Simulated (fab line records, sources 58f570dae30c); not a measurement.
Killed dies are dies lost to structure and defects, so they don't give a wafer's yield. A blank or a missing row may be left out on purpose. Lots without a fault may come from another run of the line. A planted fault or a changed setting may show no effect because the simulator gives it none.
Problem report in the 8D (eight disciplines) form, filled by code | flow berkeley_cmos170 | the parts of the form that need people (team, actions taken, sign-off) are left out

1. THE PROBLEM
PSD_RS at UCB170_SDANNEAL_RS_MEAS_02 reads a mean of 105.34 ohm/sq on 6 wafers of 2 lots; wafers without a fault read 75.47 ohm/sq with a standard deviation of 0.29. That is +99 or more standard deviations from the usual mean.
The step: measures by four-point-probe.
First seen on wafer L278.2, day 12 06:29, on film_metro-02. The record holds 42 wafers of 14 lots with a number at this step. Rule for "out", or "out of limits": more than 4 standard deviations from the usual mean. The other wafers with a number count as sound.

2. WHAT IT IS AND WHAT IT IS NOT
question                    | is                           | is not
which readings at this step | PSD_RS                       | -
which lots                  | L277, L278                   | L262, L263, L264, L265, L266, L267, L268, L269, L274, L281, L282, L284
which wafers of those lots  | all that have a number       | -
read on which gauges        | film_metro-01, film_metro-02 | film_metro-04
when                        | from day 12 06:29            | up to then (27 sound wafers); but 9 sound wafers of L281, L282, L284 came after

3. SUSPECTS, AND WHAT RULES EACH OUT
Counting: a tool at a process step up to the reading stays a suspect if it ran every lot that is out and no sound lot after the first of them.
- the gauge at UCB170_SDANNEAL_RS_MEAS_02: ruled out. The wafers that are out were read on 2 gauges (film_metro-01, film_metro-02).
- rtp_anneal-01 at UCB170_SDANNEAL_RTA_01 (time 5 s): kept. It ran every lot that is out, first L278 (day 12 06:25), and no sound lot after that; its last sound lot up to then is L266 (day 9 14:32).
Left after counting: rtp_anneal-01 at UCB170_SDANNEAL_RTA_01.

4. THE CAUSE (what the simulator had put in)
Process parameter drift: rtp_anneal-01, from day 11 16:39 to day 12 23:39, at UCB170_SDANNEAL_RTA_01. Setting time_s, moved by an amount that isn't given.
Counting left only this tool.

5. THE CHAIN OF EFFECTS, in route order
Each row: a reading whose mean over the struck wafers that have a number lies more than 3 standard deviations from the usual. Only readings for which the record gives a usual standard deviation are gone through. hours: the time from each lot's start at the first step in this table that gives one to its start at this step, as a median over the lots. sigmas: the change in usual standard deviations.
hours | step                       | reading | usual         | on struck wafers | change | sigmas
0     | UCB170_SDANNEAL_RS_MEAS_02 | PSD_RS  | 75.47 ohm/sq  | 105.34           | +29.87 | +99 or more
0     | UCB170_SDANNEAL_RS_MEAS_03 | NSD_RS  | 37.26 ohm/sq  | 40.61            | +3.35  | +37
0     | UCB170_SDANNEAL_RS_MEAS_04 | PLDD_RS | 1031.0 ohm/sq | 1049.8           | +18.8  | +6.7

6. WHAT WOULD HAVE CAUGHT IT SOONER
In this record the first reading out of limits at a measuring or inspecting step was taken at day 12 06:29, 14 hours after the fault began at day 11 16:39.
Of the tool readings at UCB170_SDANNEAL_RTA_01 for which the record gives a usual standard deviation, none was out on any struck wafer, so an alarm limit of 4 standard deviations on them would not have fired.
Of the lots that are out (2), L277 began UCB170_SDANNEAL_RTA_01 on rtp_anneal-01 after day 12 06:29. A hold on the tool at that time would have spared it.
